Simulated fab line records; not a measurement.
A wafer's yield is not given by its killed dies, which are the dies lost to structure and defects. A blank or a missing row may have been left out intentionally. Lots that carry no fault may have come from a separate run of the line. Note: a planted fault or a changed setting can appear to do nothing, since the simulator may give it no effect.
fab line records	flow berkeley_cmos170
[record] lots = 14	wafers = 42	last_day = 11
route steps=331 shown M1@238
lots that met no fault: taken from a fault-free run of the same line
start_h: hours from the record's first day to the start of the lot's first wafer shown	wait_h: hours from the lot's prior step to this one	" as in the row above	L1.1+2: one row covering several wafers at once	- no value, or no start was given	* or withheld: withheld	< > ~ a bound
route shown NAME@n: names a module that has steps shown in the file, with the first one's number in the route	usual: mean and standard deviation over wafers with no fault	same: alike in all rows	chamber/n: place in a boat	sites: the reading at each site	_std_site: the values' standard deviation	_edge_site: the outer-site mean with the inner-site mean subtracted	radius_mm: for every site, how far away it sits from the centre of the wafer	mask NAME#n: copy n	behind: tool/chamber where the wafer was last shaped	hold: reason for holding the lot/hours on hold/outcome of the hold	device: the transistor (n, p or np) that didn't switch	end of line: the tests these same wafers got at the end of their route	a step given without rows: its recipe and nothing more	killed: not the wafer's yield, but the dies lost to structure and defects at the first sort	map: a wafer's dies, x killed, . not, _ none there
set.NAME: the setting the step ran with; set.NAME@STEP: the setting that earlier step ran with	model.NAME: the simulator's own value behind a step, which no gauge read
a sample of lots followed through the steps of the route, with each step as a table and each wafer as a row
services: a tool's chamber out of use, with start hour (start_h, from the record's first day; less than 0 if before it), hours out, and reason
[[steps]]
[step UCB170_M1_SPUTTER_00]
[recipe] material = Al	target_thk_nm = 600	time_s = 80	power_w = 6000	chamber_pressure_pa = 0.5
[usual] throttle_valve_pct = 30.1/0.97
lot.wafer	tool	chamber	start_h	wait_h	throttle_valve_pct
L699.1	pvd_sputter-02	-	140.06	0.0	29.1
L699.2	"	-	"	"	28.9
L699.5	"	-	"	"	29.4
L698.1	pvd_sputter-04	-	140.24	0.0	29.7
L698.4	"	-	"	"	30.0
L698.5	"	-	"	"	30.4
L701.2	pvd_sputter-02	-	159.20	0.0	28.9
L701.3	"	-	"	"	31.1
L701.5	"	-	"	"	29.3
L700.4	pvd_sputter-04	-	159.44	0.0	30.3
L700.5	"	-	"	"	29.0
L700.6	"	-	"	"	30.0
L703.1	pvd_sputter-01	-	169.95	0.0	30.9
L703.3	"	-	"	"	29.1
L703.4	"	-	"	"	29.6
L704.1	pvd_sputter-04	-	181.41	0.0	29.7
L704.4	"	-	"	"	28.8
L704.6	"	-	"	"	28.9
L705.1	pvd_sputter-01	-	181.71	0.0	31.3
L705.3	"	-	"	"	29.7
L705.5	"	-	"	"	30.8
L707.1	pvd_sputter-02	-	195.50	0.0	29.0
L707.4	"	-	"	"	32.0
L707.6	"	-	"	"	28.9
L706.2	pvd_sputter-01	-	195.78	0.0	29.5
L706.3	"	-	"	"	30.9
L706.5	"	-	"	"	31.0
L710.2	pvd_sputter-01	-	212.04	0.0	30.3
L710.3	"	-	"	"	30.9
L710.6	"	-	"	"	31.2
L715.1	pvd_sputter-04	-	228.74	0.0	28.9
L715.2	"	-	"	"	29.5
L715.4	"	-	"	"	29.8
L716.2	pvd_sputter-04	-	243.67	0.0	29.8
L716.3	"	-	"	"	30.5
L716.6	"	-	"	"	29.8
L718.2	pvd_sputter-04	-	249.92	0.0	30.3
L718.4	"	-	"	"	29.0
L718.5	"	-	"	"	30.2
L721.1	pvd_sputter-04	-	256.23	0.0	28.9
L721.3	"	-	"	"	30.7
L721.6	"	-	"	"	30.0
[step UCB170_M1_RS_MEAS_01]
[recipe] thk_meas_gauge = four-point-probe	reads = Al_of_M1_SPUTTER_00
[usual] M1_AL_RS = 0.0487/0.00058
lot.wafer	tool	chamber	start_h	wait_h	M1_AL_RS[ohm/sq]
L699.1	film_metro-02	-	140.12	0.0	0.0493
L699.2	"	-	"	"	0.0488
L699.5	"	-	"	"	0.0490
L698.1	film_metro-04	-	140.30	0.0	0.0492
L698.4	"	-	"	"	0.0491
L698.5	"	-	"	"	0.0480
L701.2	film_metro-01	-	159.28	0.1	0.0489
L701.3	"	-	"	"	0.0494
L701.5	"	-	"	"	0.0489
L700.4	film_metro-04	-	159.56	0.1	0.0482
L700.5	"	-	"	"	0.0488
L700.6	"	-	"	"	0.0492
L703.1	film_metro-02	-	170.02	0.0	0.0486
L703.3	"	-	"	"	0.0481
L703.4	"	-	"	"	0.0486
L704.1	film_metro-02	-	181.47	0.0	0.0487
L704.4	"	-	"	"	0.0488
L704.6	"	-	"	"	0.0488
L705.1	film_metro-02	-	181.77	0.0	0.0483
L705.3	"	-	"	"	0.0486
L705.5	"	-	"	"	0.0488
L707.1	film_metro-02	-	195.59	0.1	0.0480
L707.4	"	-	"	"	0.0482
L707.6	"	-	"	"	0.0482
L706.2	film_metro-04	-	195.86	0.1	0.0348
L706.3	"	-	"	"	0.0348
L706.5	"	-	"	"	0.0347
L710.2	film_metro-01	-	212.12	0.1	0.0347
L710.3	"	-	"	"	0.0346
L710.6	"	-	"	"	0.0347
L715.1	film_metro-02	-	228.80	0.0	0.0494
L715.2	"	-	"	"	0.0496
L715.4	"	-	"	"	0.0493
L716.2	film_metro-01	-	243.75	0.1	0.0491
L716.3	"	-	"	"	0.0489
L716.6	"	-	"	"	0.0495
L718.2	film_metro-01	-	250.00	0.1	0.0481
L718.4	"	-	"	"	0.0490
L718.5	"	-	"	"	0.0486
L721.1	film_metro-04	-	256.29	0.0	0.0486
L721.3	"	-	"	"	0.0478
L721.6	"	-	"	"	0.0483
[step UCB170_M1_THK_MEAS_02]
[recipe] thk_meas_gauge = xrf	reads = Al_of_M1_SPUTTER_00
[usual] M1_AL_THK = 602/8.4
lot.wafer	tool	chamber	start_h	wait_h	M1_AL_THK[nm]
L699.1	film_metro-02	-	140.24	0.1	594
L699.2	"	-	"	"	600
L699.5	"	-	"	"	599
L698.1	film_metro-04	-	140.42	0.1	595
L698.4	"	-	"	"	593
L698.5	"	-	"	"	609
L701.2	film_metro-01	-	159.39	0.1	604
L701.3	"	-	"	"	601
L701.5	"	-	"	"	606
L700.4	film_metro-04	-	159.65	0.1	607
L700.5	"	-	"	"	601
L700.6	"	-	"	"	589
L703.1	film_metro-02	-	170.14	0.1	599
L703.3	"	-	"	"	610
L703.4	"	-	"	"	603
L704.1	film_metro-02	-	181.59	0.1	600
L704.4	"	-	"	"	602
L704.6	"	-	"	"	597
L705.1	film_metro-02	-	181.89	0.1	607
L705.3	"	-	"	"	601
L705.5	"	-	"	"	601
L707.1	film_metro-02	-	195.71	0.1	612
L707.4	"	-	"	"	613
L707.6	"	-	"	"	609
L706.2	film_metro-04	-	195.97	0.1	835
L706.3	"	-	"	"	835
L706.5	"	-	"	"	845
L710.2	film_metro-01	-	212.23	0.1	841
L710.3	"	-	"	"	849
L710.6	"	-	"	"	842
L715.1	film_metro-02	-	228.92	0.1	590
L715.2	"	-	"	"	590
L715.4	"	-	"	"	593
L716.2	film_metro-01	-	243.86	0.1	599
L716.3	"	-	"	"	597
L716.6	"	-	"	"	591
L718.2	film_metro-01	-	250.11	0.1	607
L718.4	"	-	"	"	598
L718.5	"	-	"	"	601
L721.1	film_metro-04	-	256.41	0.1	602
L721.3	"	-	"	"	609
L721.6	"	-	"	"	606
[step UCB170_M1_METAL_ETCH_12]
[recipe] chemistry = Cl2/BCl3	target = Al	stop_on = PSG	pressure_mtorr = 12	target_depth_a = 7800	over_etch_frac = 0.3	time_s = 130	icp_w = 600	bias_w = 120	Cl2_flow_sccm = 90	bcl3_flow_sccm = 45
[usual] drypump_motor_current_A = 5.53/0.29	mfc_cl2_sccm = 89.99/0.25	oes_product_au = 0.865/0.015	throttle_valve_pct = 24.39/0.19
lot.wafer	tool	chamber	start_h	wait_h	drypump_motor_current_A	mfc_cl2_sccm	oes_product_au	rf_hours_counter_h	throttle_valve_pct
L699.1	rie_metal-01	0	141.39	-	5.35	89.81	0.869	3.2	24.66
L699.2	"	1	"	"	5.37	90.24	0.866	5.3	24.35
L699.5	"	1	"	"	5.36	90.04	0.866	-	24.34
L698.1	rie_metal-04	0	141.64	-	6.12	90.02	0.828	6.0	24.54
L698.4	"	1	"	"	5.71	90.30	0.864	-	24.11
L698.5	"	0	"	"	6.12	89.81	0.839	-	24.54
L701.2	rie_metal-01	1	161.13	-	5.34	90.17	0.873	5.8	24.36
L701.3	"	1	"	"	5.35	90.05	0.856	-	24.36
L701.5	"	0	"	"	5.38	90.13	0.864	-	24.66
L700.4	rie_metal-04	1	161.35	-	5.72	89.70	0.873	-	24.12
L700.5	"	0	"	"	6.11	89.85	0.830	-	24.56
L700.6	"	1	"	"	5.73	89.85	0.860	-	24.14
L703.1	rie_metal-02	1	172.06	-	5.26	89.87	0.866	5.9	24.37
L703.3	"	1	"	"	5.26	90.52	0.876	-	24.35
L703.4	"	0	"	"	5.49	89.76	0.875	-	24.17
L704.1	rie_metal-02	0	183.35	-	5.50	89.76	0.873	5.1	24.18
L704.4	"	0	"	"	5.51	90.01	0.867	-	24.18
L704.6	"	0	"	"	5.52	90.03	0.873	-	24.15
L705.1	rie_metal-04	1	183.90	-	5.72	90.23	0.872	5.2	24.12
L705.3	"	1	"	"	5.71	89.85	0.856	-	24.11
L705.5	"	1	"	"	5.75	90.13	0.863	-	24.12
L707.1	rie_metal-01	0	197.77	-	5.37	89.92	0.882	4.6	24.68
L707.4	"	0	"	"	5.37	90.04	0.887	-	24.67
L707.6	"	1	"	"	5.33	90.74	0.872	-	24.36
L706.2	rie_metal-04	0	198.05	-	6.15	89.46	0.966	7.5	24.48
L706.3	"	0	"	"	6.16	89.71	0.975	-	24.48
L706.5	"	1	"	"	5.70	89.70	0.990	-	24.06
L710.2	rie_metal-01	1	214.42	-	5.38	89.86	1.021	7.2	24.30
L710.3	"	1	"	"	5.37	90.08	1.030	-	24.28
L710.6	"	1	"	"	5.38	90.04	1.022	-	24.27
L715.1	rie_metal-02	1	231.47	-	5.27	89.77	0.857	7.2	24.38
L715.2	"	0	"	"	5.47	90.31	0.856	6.2	24.18
L715.4	"	1	"	"	5.27	89.85	0.864	-	24.38
L716.2	rie_metal-02	1	245.29	-	5.27	89.91	0.863	7.8	24.37
L716.3	"	1	"	"	5.25	89.96	0.859	-	24.37
L716.6	"	1	"	"	5.26	90.11	0.859	-	24.38
L718.2	rie_metal-02	0	251.20	-	5.50	89.77	0.885	6.9	24.18
L718.4	"	1	"	"	5.26	89.62	0.870	-	24.37
L718.5	"	1	"	"	5.27	89.81	0.864	-	24.37
L721.1	rie_metal-01	0	258.57	-	5.37	89.85	0.881	6.3	24.67
L721.3	"	1	"	"	5.35	89.84	0.873	-	24.35
L721.6	"	1	"	"	5.35	90.18	0.868	-	24.35
[[services]]
tool	chamber	start_h	hours	kind
rie_metal-02	-	140.98	28.1	pm
rie_metal-04	-	150.98	0.6	repair
pvd_sputter-02	-	177.68	5.1	repair
rie_metal-01	-	186.40	0.4	repair
pvd_sputter-02	-	199.21	0.7	repair
rie_metal-02	-	213.22	1.3	repair
rie_metal-02	-	223.08	0.2	repair
pvd_sputter-04	-	252.26	1.8	repair
[[key]]
[first_sign] step = UCB170_M1_RS_MEAS_01	reading = M1_AL_RS	direction = down	sigmas = 24	usual = 0.0487	struck = 0.0347
[effect] step = UCB170_M1_THK_MEAS_02	reading = M1_AL_THK	direction = up	sigmas = 29	usual = 602	struck = 841
[effect] step = UCB170_M1_METAL_ETCH_12	reading = oes_product_au	direction = up	sigmas = 9	usual = 0.865	struck = 1.001
met_at UCB170_M1_SPUTTER_00
struck_lots L706,L710
later_rows_left_out L706.2,L706.3,L706.5,L710.2,L710.3,L710.6
sort_left_out L706.2,L706.3,L706.5,L710.2,L710.3,L710.6
onset_between 181.71 195.78
[fault] kind = process_parameter_drift	tool = pvd_sputter-01	chamber = -	onset_h = 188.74	steps = UCB170_M1_SPUTTER_00	channel = target_thk_nm	offset = 229.72	shape = step	end_h = 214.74	acts_in = these_recipes_only	stated = 600
// sort_left_out: the simulated sort isn't trusted on such a fault, so these wafers' sort isn't shown, and their yield isn't known
// later_rows_left_out: the simulator's readings of these wafers behind a module that went badly wrong aren't trusted and aren't shown, but for the sort
